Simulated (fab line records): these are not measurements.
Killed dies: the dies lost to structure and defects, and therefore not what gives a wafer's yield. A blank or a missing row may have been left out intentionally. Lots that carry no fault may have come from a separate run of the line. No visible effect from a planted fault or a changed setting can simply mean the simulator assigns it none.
A sampling plan put to the test + flow rit-cmos + each of the 31 faults these records tell of, on one fab line, judged from the records of the lots it struck
The plan consists of the line's own looks: route steps at which the wafer is read by a gauge or an inspection but not changed. A look can be judged if struck wafers have a number there and the file gives its usual mean and standard deviation on fault-free wafers. Caught: 4 or more of those standard deviations (sigma) separate the usual mean from the mean of the struck wafers at a look after the fault's first step. On the tool: the identical test, applied to the tool's own readings at the steps of the fault. If the struck wafers alone have a blank record, or they carry another recipe, that too counts as caught.

== THE FAULTS, as the simulator had put them in ==
1. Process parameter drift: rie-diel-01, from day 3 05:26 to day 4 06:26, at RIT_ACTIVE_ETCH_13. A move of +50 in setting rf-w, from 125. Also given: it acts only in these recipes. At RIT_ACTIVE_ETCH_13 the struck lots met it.
2. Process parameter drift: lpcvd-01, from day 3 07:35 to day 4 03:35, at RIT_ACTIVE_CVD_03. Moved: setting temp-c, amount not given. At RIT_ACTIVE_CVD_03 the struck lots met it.
3. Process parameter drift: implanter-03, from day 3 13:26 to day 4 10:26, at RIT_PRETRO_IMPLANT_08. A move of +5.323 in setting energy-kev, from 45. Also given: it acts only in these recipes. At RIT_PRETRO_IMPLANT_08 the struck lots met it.
4. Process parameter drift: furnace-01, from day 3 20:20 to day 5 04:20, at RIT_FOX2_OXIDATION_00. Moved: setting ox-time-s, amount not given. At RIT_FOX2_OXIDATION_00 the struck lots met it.
5. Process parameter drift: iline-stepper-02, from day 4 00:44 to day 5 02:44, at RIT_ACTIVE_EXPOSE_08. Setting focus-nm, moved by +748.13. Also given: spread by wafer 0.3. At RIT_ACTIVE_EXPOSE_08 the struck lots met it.
6. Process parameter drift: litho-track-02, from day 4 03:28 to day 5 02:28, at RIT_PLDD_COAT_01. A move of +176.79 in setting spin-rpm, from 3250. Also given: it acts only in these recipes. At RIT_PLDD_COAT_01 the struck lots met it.
7. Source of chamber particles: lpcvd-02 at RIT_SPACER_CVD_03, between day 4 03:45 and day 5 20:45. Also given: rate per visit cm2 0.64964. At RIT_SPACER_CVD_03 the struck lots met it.
8. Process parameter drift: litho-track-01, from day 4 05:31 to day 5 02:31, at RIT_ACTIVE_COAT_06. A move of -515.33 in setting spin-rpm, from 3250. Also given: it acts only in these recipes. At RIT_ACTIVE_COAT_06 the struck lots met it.
9. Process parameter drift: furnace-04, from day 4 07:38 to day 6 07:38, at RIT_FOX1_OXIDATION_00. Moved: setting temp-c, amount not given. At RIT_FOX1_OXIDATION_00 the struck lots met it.
10. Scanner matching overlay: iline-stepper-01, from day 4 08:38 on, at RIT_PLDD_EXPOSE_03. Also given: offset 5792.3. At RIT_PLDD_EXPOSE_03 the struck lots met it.
11. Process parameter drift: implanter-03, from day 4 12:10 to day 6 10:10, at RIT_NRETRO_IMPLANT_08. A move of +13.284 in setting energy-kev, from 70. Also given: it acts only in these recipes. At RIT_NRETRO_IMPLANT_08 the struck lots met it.
12. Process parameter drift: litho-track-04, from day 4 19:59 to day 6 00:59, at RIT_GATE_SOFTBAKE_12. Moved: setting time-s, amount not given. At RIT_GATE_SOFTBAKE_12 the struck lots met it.
13. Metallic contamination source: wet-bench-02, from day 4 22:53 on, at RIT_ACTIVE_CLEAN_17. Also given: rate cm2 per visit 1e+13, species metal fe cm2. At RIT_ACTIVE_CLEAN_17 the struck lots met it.
14. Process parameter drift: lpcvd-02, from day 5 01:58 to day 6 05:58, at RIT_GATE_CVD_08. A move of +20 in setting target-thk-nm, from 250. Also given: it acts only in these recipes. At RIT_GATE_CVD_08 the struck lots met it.
15. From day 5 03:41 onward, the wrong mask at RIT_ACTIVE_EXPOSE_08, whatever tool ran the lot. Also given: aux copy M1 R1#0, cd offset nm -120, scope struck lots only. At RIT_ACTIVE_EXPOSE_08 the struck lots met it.
16. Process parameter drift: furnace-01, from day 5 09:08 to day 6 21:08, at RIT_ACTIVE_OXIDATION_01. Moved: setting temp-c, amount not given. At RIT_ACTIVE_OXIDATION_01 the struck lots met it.
17. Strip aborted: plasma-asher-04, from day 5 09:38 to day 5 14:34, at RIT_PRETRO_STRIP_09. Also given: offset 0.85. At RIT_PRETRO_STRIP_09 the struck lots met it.
18. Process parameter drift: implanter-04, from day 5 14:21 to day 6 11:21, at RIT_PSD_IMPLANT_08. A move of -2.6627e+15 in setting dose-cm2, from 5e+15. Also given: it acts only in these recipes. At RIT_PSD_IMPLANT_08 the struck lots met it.
19. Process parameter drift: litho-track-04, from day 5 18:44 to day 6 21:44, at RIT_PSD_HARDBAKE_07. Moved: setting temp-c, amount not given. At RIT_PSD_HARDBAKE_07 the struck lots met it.
20. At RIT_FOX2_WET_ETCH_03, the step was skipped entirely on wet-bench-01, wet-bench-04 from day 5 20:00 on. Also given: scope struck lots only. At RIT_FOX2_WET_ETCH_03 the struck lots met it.
21. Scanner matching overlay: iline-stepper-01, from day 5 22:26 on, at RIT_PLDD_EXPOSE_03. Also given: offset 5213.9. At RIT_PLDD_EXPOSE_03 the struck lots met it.
22. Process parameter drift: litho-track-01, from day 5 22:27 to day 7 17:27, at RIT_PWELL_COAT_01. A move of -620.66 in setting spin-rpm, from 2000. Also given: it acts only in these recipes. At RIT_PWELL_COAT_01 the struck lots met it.
23. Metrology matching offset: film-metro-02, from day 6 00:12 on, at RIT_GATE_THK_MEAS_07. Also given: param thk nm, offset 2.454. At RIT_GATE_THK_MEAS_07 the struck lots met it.
24. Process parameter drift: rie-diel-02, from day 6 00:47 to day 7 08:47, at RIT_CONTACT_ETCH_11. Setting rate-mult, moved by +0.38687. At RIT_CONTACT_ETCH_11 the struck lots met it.
25. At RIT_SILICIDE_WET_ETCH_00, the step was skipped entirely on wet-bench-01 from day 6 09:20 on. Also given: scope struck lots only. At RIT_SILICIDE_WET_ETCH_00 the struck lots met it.
26. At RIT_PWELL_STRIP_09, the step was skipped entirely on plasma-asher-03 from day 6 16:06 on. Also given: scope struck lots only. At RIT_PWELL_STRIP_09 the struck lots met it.
27. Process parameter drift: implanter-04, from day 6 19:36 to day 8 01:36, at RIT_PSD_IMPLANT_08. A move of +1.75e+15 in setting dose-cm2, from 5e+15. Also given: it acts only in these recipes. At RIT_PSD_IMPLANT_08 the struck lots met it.
28. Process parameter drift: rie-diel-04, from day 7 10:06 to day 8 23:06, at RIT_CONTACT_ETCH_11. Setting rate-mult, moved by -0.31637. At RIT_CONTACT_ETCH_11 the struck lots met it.
29. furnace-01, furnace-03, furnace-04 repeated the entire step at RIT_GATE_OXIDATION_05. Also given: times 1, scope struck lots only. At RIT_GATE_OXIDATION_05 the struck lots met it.
30. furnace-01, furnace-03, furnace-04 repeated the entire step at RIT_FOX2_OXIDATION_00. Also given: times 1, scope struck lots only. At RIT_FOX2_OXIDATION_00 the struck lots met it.
31. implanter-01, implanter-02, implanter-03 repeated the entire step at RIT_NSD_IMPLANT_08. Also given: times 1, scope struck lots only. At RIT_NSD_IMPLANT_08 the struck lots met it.

== WHAT THE PLAN SAW ==
| fault | on the tool itself                               | first look that catches it                      | reading, sigma                                  | median hours from its first step to that look | hours from the fault's start to the first struck lot there | judged looks passed uncaught |
|-------|--------------------------------------------------|-------------------------------------------------|-------------------------------------------------|-----------------------------------------------|------------------------------------------------------------|------------------------------|
| 1     | rf-fwd-power-W +99 or beyond sigma               | no look after it can be judged                  | -                                               | -                                             | -                                                          | 0                            |
| 2     | susceptor-temp-C +48 sigma                       | RIT_ACTIVE_THK_MEAS_04                          | ACTIVE_NITRIDE_THK +33                          | 1.4                                           | 5                                                          | 0                            |
| 3     | beam-energy-keV +99 or beyond sigma              | no look after it can be judged                  | -                                               | -                                             | -                                                          | 0                            |
| 4     | under 2 sigma                                    | RIT_FOX2_THK_MEAS_01                            | FOX2_OXIDE_THK +19                              | 1.3                                           | 4                                                          | 0                            |
| 5     | exposure-dose-mJ-cm2 -27 sigma                   | RIT_ACTIVE_CD_MEAS_11                           | cd-nm -12                                       | 0.4                                           | 13                                                         | 0                            |
| 6     | spin-speed-rpm +73 sigma                         | not the one look that can be judged after it    | -                                               | -                                             | -                                                          | 1                            |
| 7     | under 2 sigma                                    | no look after it can be judged                  | -                                               | -                                             | -                                                          | 0                            |
| 8     | spin-speed-rpm -99 or beyond sigma               | none of the 4 looks that can be judged after it | strongest: cd-nm at RIT_ACTIVE_CD_MEAS_11, +3.6 | -                                             | -                                                          | 4                            |
| 9     | tube-center-temp-C -99 or beyond sigma           | RIT_FOX1_THK_MEAS_01                            | FOX1_OXIDE_THK -11                              | 1.3                                           | 3                                                          | 0                            |
| 10    | no reading that can be judged                    | no look after it can be judged                  | -                                               | -                                             | -                                                          | 0                            |
| 11    | beam-energy-keV +99 or beyond sigma              | RIT_NRETRO_TW_MEAS_10                           | NRETRO_TW +7.6                                  | 0.3                                           | 4                                                          | 0                            |
| 12    | run-length-s -99 or beyond sigma                 | none of the 2 looks that can be judged after it | -                                               | -                                             | -                                                          | 2                            |
| 13    | no reading that can be judged                    | none of the 6 looks that can be judged after it | -                                               | -                                             | -                                                          | 6                            |
| 14    | no reading that can be judged                    | RIT_GATE_THK_MEAS_09                            | GATE_POLY_THK +9.5                              | 1.6                                           | 1                                                          | 0                            |
| 15    | under 2 sigma                                    | RIT_ACTIVE_CD_MEAS_11                           | cd-nm -51                                       | 0.4                                           | 2                                                          | 0                            |
| 16    | tube-center-temp-C +99 or beyond sigma           | RIT_ACTIVE_THK_MEAS_02                          | ACTIVE_OXIDE_THK +7.4                           | 1.9                                           | 10                                                         | 0                            |
| 17    | run-length-s -99 or beyond sigma                 | no look after it can be judged                  | -                                               | -                                             | -                                                          | 0                            |
| 18    | dose-ions-cm2 -99 or beyond sigma                | RIT_PSD_TW_MEAS_10                              | PSD_TW -15                                      | 0.3                                           | 2                                                          | 0                            |
| 19    | heater-power-total-W -63 sigma                   | no look after it can be judged                  | -                                               | -                                             | -                                                          | 0                            |
| 20    | the tool's record is blank for the struck wafers | no look after it can be judged                  | -                                               | -                                             | -                                                          | 0                            |
| 21    | no reading that can be judged                    | none of the 2 looks that can be judged after it | -                                               | -                                             | -                                                          | 2                            |
| 22    | spin-speed-rpm -99 or beyond sigma               | not the one look that can be judged after it    | -                                               | -                                             | -                                                          | 1                            |
| 23    | GATE_OXIDE_THK +39 sigma                         | none of the 6 looks that can be judged after it | -                                               | -                                             | -                                                          | 6                            |
| 24    | under 2 sigma                                    | no look after it can be judged                  | -                                               | -                                             | -                                                          | 0                            |
| 25    | the tool's record is blank for the struck wafers | no look after it can be judged                  | -                                               | -                                             | -                                                          | 0                            |
| 26    | the tool's record is blank for the struck wafers | RIT_NRETRO_TW_MEAS_10                           | NRETRO_TW -99 or beyond                         | 10.2                                          | 11                                                         | 0                            |
| 27    | dose-ions-cm2 +99 or beyond sigma                | RIT_SDANNEAL_RS_MEAS_04                         | PSD_RS -10                                      | 0.8                                           | 5                                                          | 1                            |
| 28    | under 2 sigma                                    | no look after it can be judged                  | -                                               | -                                             | -                                                          | 0                            |
| 29    | under 2 sigma                                    | RIT_GATE_THK_MEAS_07                            | GATE_OXIDE_THK +33                              | 4.0                                           | -                                                          | 0                            |
| 30    | under 2 sigma                                    | RIT_FOX2_THK_MEAS_01                            | FOX2_OXIDE_THK +35                              | 3.0                                           | -                                                          | 0                            |
| 31    | under 2 sigma                                    | RIT_NSD_TW_MEAS_10                              | NSD_TW +20                                      | 0.6                                           | -                                                          | 0                            |
Dash: fault not caught, or number not given in these records.

Caught at a look: 14 of 31. Caught on the tool: 19 of 31. By one or the other: 25 of 31.
On the tool alone, faults 1, 3, 6, 8, 12, 17, 19, 20, 22, 23, 25 were caught.
Caught at a look alone: faults 4, 14, 15, 29, 30, 31.
Caught by neither: faults 7, 10, 13, 21, 24, 28.

== THINNER SAMPLING ==
In the worst case, this is how late the first struck lot would be measured if the look that catches a fault measured only every second or every third lot, by lot number:
| fault | struck lots at that look, in order of time | every lot | every second lot | every third lot |
|-------|--------------------------------------------|-----------|------------------|-----------------|
| 2     | L983, L985                                 | 5 h       | may miss all 2   | may miss all 2  |
| 4     | L334, L336                                 | 4 h       | may miss all 2   | may miss all 2  |
| 5     | L971, L972                                 | 13 h      | 17 h             | may miss all 2  |
| 9     | L283, L288                                 | 3 h       | 29 h             | may miss all 2  |
| 11    | L197, L198, L199                           | 4 h       | 10 h             | 15 h            |
| 14    | L889, L890                                 | 1 h       | 2 h              | may miss all 2  |
| 15    | L494                                       | 2 h       | may miss it      | may miss it     |
| 16    | L285, L286                                 | 10 h      | 12 h             | may miss all 2  |
| 18    | L149, L151                                 | 2 h       | may miss all 2   | may miss all 2  |
| 26    | L234, L235                                 | 11 h      | 24 h             | may miss all 2  |
| 27    | L734, L736                                 | 5 h       | may miss all 2   | may miss all 2  |
Hours are from the fault's start to the first struck lot that is measured. 4 sigma limit: tested on the pooled struck wafers, so a lone lot may be under it. Other struck lots may not be in these records.

== THE LONGEST TIMED WAY FROM STEP TO LOOK ==
Fault 26: the median time between RIT_PWELL_STRIP_09 and RIT_NRETRO_TW_MEAS_10 is 10.2 hours. No look between them can be judged.
